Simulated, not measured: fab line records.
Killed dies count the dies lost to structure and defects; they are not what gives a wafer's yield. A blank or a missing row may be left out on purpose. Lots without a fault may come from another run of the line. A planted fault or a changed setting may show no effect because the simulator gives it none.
Problem report, 8D (eight disciplines) form, completed by code :: flow rit cmos :: the parts of the form that need people (team, actions taken, sign-off) are left out

1. THE ISSUE
Across 6 wafers from 2 lots, ACTIVE_OXIDE_THK at RIT_ACTIVE_THK_MEAS_02 averages 38.0 nm, while fault-free wafers read 46.7 nm with a standard deviation of 1.4. That puts it -6.2 standard deviations away from the usual mean.
Earliest sighting: wafer L590.2 on film metro-02 at day 4 00:04. Wafers with a number at this step in the record: 42, from 14 lots. The rule behind "out" and "out of limits": a value lying over 4 standard deviations away from the usual mean. The other wafers with a number count as sound.

2. WHAT IT IS, AND WHAT IT ISN'T
question: which readings at this step
is: ACTIVE_OXIDE_THK
is not: -

question: which lots
is: L590, L592
is not: L579, L580, L581, L582, L583, L585, L589, L593, L594, L596, L599, L600

question: which wafers of those lots
is: all that have a number
is not: -

question: read on which gauges
is: film metro-01, film metro-02
is not: film metro-04

question: when
is: from day 4 00:04
is not: up to then (21 sound wafers); but 15 sound wafers of L593, L594, L596, L599, L600 came after

3. THE SUSPECTS, EACH WITH WHAT RULES IT OUT
Counting: a tool stays on the suspect list if, at a process step up to the reading, it processed all lots that are out and no sound lot following the first of them.
- ruled out: the gauge at RIT_ACTIVE_THK_MEAS_02. The wafers that are out were read on 2 gauges (film metro-01, film metro-02).
- furnace-01 at RIT_ACTIVE_OXIDATION_01 (target thk 46.8 nm, ox time 3360 s): kept. It processed each lot that is out, first L590 at day 3 22:07, and no sound lot thereafter; up to then, the last sound lot it processed was L589 at day 3 17:17. Its own spike tc centre C, spike tc load C, spike tc source C, tube center temp C, tube_center_temp_C_max readings are out on those wafers.
Left after counting: furnace-01 at RIT_ACTIVE_OXIDATION_01.

4. THE CAUSE (what the simulator had put in)
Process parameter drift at RIT_ACTIVE_OXIDATION_01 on furnace-01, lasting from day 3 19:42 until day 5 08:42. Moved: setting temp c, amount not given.
The count eliminated every tool but this one.

5. SEQUENCE OF EFFECTS, ordered by route
Each row: a reading whose mean over the struck wafers that have a number lies more than 3 standard deviations from the usual. Only readings whose record carries a usual standard deviation are examined. hours: median over the lots of the time between each lot's start at the first step of this table that gives one and its start at this step. sigmas: the change, counted in usual standard deviations.
hours: 0
step: RIT_ACTIVE_OXIDATION_01
reading: spike tc centre C
usual: 1002.4 C
on struck wafers: 977.4
change: -25.0
sigmas: -23

hours: 0
step: RIT_ACTIVE_OXIDATION_01
reading: spike tc load C
usual: 1026 C
on struck wafers: 1001
change: -25
sigmas: -7.0

hours: 0
step: RIT_ACTIVE_OXIDATION_01
reading: spike tc source C
usual: 1025.3 C
on struck wafers: 998.3
change: -27.0
sigmas: -10

hours: 0
step: RIT_ACTIVE_OXIDATION_01
reading: tube center temp C
usual: 1000 C
on struck wafers: 975
change: -25
sigmas: -99 or more

hours: 0
step: RIT_ACTIVE_OXIDATION_01
reading: tube_center_temp_C_max
usual: 1002.5
on struck wafers: 977.3
change: -25.2
sigmas: -66

hours: 2
step: RIT_ACTIVE_THK_MEAS_02
reading: ACTIVE_OXIDE_THK
usual: 46.7 nm
on struck wafers: 38.0
change: -8.7
sigmas: -6.2
Its process steps:
- RIT_ACTIVE_OXIDATION_01: target thk 46.8 nm, ox time 3360 s.
Later measuring or inspecting steps at which every struck wafer that the step has a row for has a number for every such reading, and none has moved that far: RIT_CONTACT_OVL_MEAS_09, RIT_M1_CD_MEAS_09, RIT_M1_OVL_MEAS_10.

6. HOW IT WOULD HAVE BEEN CAUGHT EARLIER
The first out-of-limits reading at a measuring or inspecting step in this record came at day 4 00:04, 4 hours after the fault's start at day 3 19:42.
Tool's own readings at RIT_ACTIVE_OXIDATION_01, spike tc centre C, spike tc load C, spike tc source C, tube center temp C, tube_center_temp_C_max: out on all struck wafers the step has rows for; an alarm limit on them would have tripped on the first.
Lots out: 2; of these, L592 started RIT_ACTIVE_OXIDATION_01 on furnace-01 after day 4 00:04. A tool hold placed at that time would have kept it from harm.
